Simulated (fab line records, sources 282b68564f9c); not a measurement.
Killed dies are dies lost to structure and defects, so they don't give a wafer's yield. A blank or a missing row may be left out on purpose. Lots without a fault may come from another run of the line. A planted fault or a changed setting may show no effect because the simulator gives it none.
Which tool did it? | flow rit_cmos | 14 lots, 42 wafers sampled, at 2 steps of a route of 202

WHAT THE GAUGES READ, wafer by wafer
RIT_SPACER_THK_MEAS_04. Usual: SPACER_NITRIDE_THK 249.5 nm, standard deviation 2.4.
lot  | measured    | on            | SPACER_NITRIDE_THK (nm) | flag
L116 | day 3 03:26 | film_metro-04 | 250.4 249.0 251.5       |
L117 | day 3 08:24 | film_metro-03 | 248.1 249.3 247.3       |
L118 | day 3 11:42 | film_metro-03 | 251.1 252.2 251.5       |
L119 | day 3 17:58 | film_metro-02 | 251.4 252.6 250.6       |
L120 | day 3 23:08 | film_metro-03 | 248.1 248.3 247.9       |
L122 | day 4 08:15 | film_metro-04 | 250.4 248.2 248.5       |
L123 | day 4 14:19 | film_metro-02 | 252.3 256.4 254.8       |
L124 | day 4 18:18 | film_metro-02 | 249.8 247.7 250.6       |
L129 | day 5 20:15 | film_metro-03 | 249.7 249.5 250.1       |
L128 | day 5 21:17 | film_metro-04 | 129.4 130.5 129.4       | OFF
L130 | day 5 23:52 | film_metro-02 | 129.8 131.6 131.4       | OFF
L131 | day 6 05:22 | film_metro-04 | 250.9 250.0 249.7       |
L137 | day 7 12:04 | film_metro-02 | 249.6 252.3 251.1       |
L138 | day 7 18:15 | film_metro-04 | 249.5 250.6 251.0       |

WHICH TOOL RAN EACH LOT (tool, then ch and the chambers of the sampled wafers, then the start)
lot  | RIT_SPACER_CVD_03
L116 | lpcvd-01 ch 1, day 3 01:29
L117 | lpcvd-02 ch 0, day 3 06:28
L118 | lpcvd-02 ch 0, day 3 09:47
L119 | lpcvd-02 ch 0, day 3 16:02
L120 | lpcvd-01 ch 1, day 3 21:12
L122 | lpcvd-02 ch 1, day 4 06:19
L123 | lpcvd-01 ch 0, day 4 12:23
L124 | lpcvd-01 ch 0, day 4 16:23
L129 | lpcvd-01 ch 1, day 5 18:19
L128 | lpcvd-02 ch 1, day 5 19:22
L130 | lpcvd-02 ch 1, day 5 21:57
L131 | lpcvd-01 ch 0, day 6 03:26
L137 | lpcvd-01 ch 1, day 7 10:10
L138 | lpcvd-01 ch 0, day 7 16:20
- RIT_SPACER_CVD_03: deposits Si3N4 from SiH2Cl2/NH3, target thk 250 nm, time 3300 s.

WHAT THE TOOLS THEMSELVES READ (means of the sampled wafers that have a number; where no wafer has one, the mark that the record gives instead)
RIT_SPACER_CVD_03. Usual: spike_tc_source_C 832.8 C, standard deviation 1.9; zone_power_centre_pct 35.5 %, standard deviation 1.8; zone_power_source_pct 23 %, standard deviation 3.
lot  | tool     | spike_tc_source_C (C) | zone_power_centre_pct (%) | zone_power_source_pct (%) | flag
L116 | lpcvd-01 | 832.3                 | 35.6                      | 28                        |
L117 | lpcvd-02 | 832.1                 | 35.0                      | 22                        |
L118 | lpcvd-02 | 831.9                 | 35.1                      | 22                        |
L119 | lpcvd-02 | 833.4                 | 35.6                      | 23                        |
L120 | lpcvd-01 | 831.6                 | 35.6                      | 27                        |
L122 | lpcvd-02 | 835.6                 | 33.0                      | 20                        |
L123 | lpcvd-01 | 831.5                 | 37.8                      | 21                        |
L124 | lpcvd-01 | 830.7                 | 38.4                      | 21                        |
L129 | lpcvd-01 | 833.0                 | 35.8                      | 28                        |
L128 | lpcvd-02 | 836.0                 | 33.0                      | 20                        |
L130 | lpcvd-02 | 835.8                 | 33.0                      | 20                        |
L131 | lpcvd-01 | 829.9                 | 38.2                      | 21                        |
L137 | lpcvd-01 | 832.2                 | 36.1                      | 28                        |
L138 | lpcvd-01 | 831.8                 | 38.0                      | 21                        |

THE ANSWER, worked out from the rows above alone
Rule: a lot is off if the mean of its wafers that have a number lies more than 3 standard deviations from the usual mean. A lot without any number at a reading at which 4 lots or more have one is off too. The other lots that the step has rows for count as sound. The gauges are gone through in route order, then the tools' own readings, and for those a lot's mean is taken as printed above. The first step at which some lot is off is used, and at that step the reading that is off furthest; a lot without a number counts as furthest.
Off: L128, L130, at RIT_SPACER_THK_MEAS_04 (SPACER_NITRIDE_THK).
A tool fits if, at a process step before that reading, it ran every lot that is off, and no sound lot after the first of them. The gauges at RIT_SPACER_THK_MEAS_04 are tried like those tools. One fits: lpcvd-02 at RIT_SPACER_CVD_03. Its last sound lot is L122 (day 4 06:19), its first lot that is off L128 (day 5 19:22): a fault that began between those two fits.

WHAT THE SIMULATOR HAD PUT IN
Process parameter drift: lpcvd-02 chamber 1, from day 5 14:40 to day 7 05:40, at RIT_SPACER_CVD_03. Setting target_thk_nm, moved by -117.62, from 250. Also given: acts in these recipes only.
Lots struck among those shown: L128, L130. The rule above found the same.
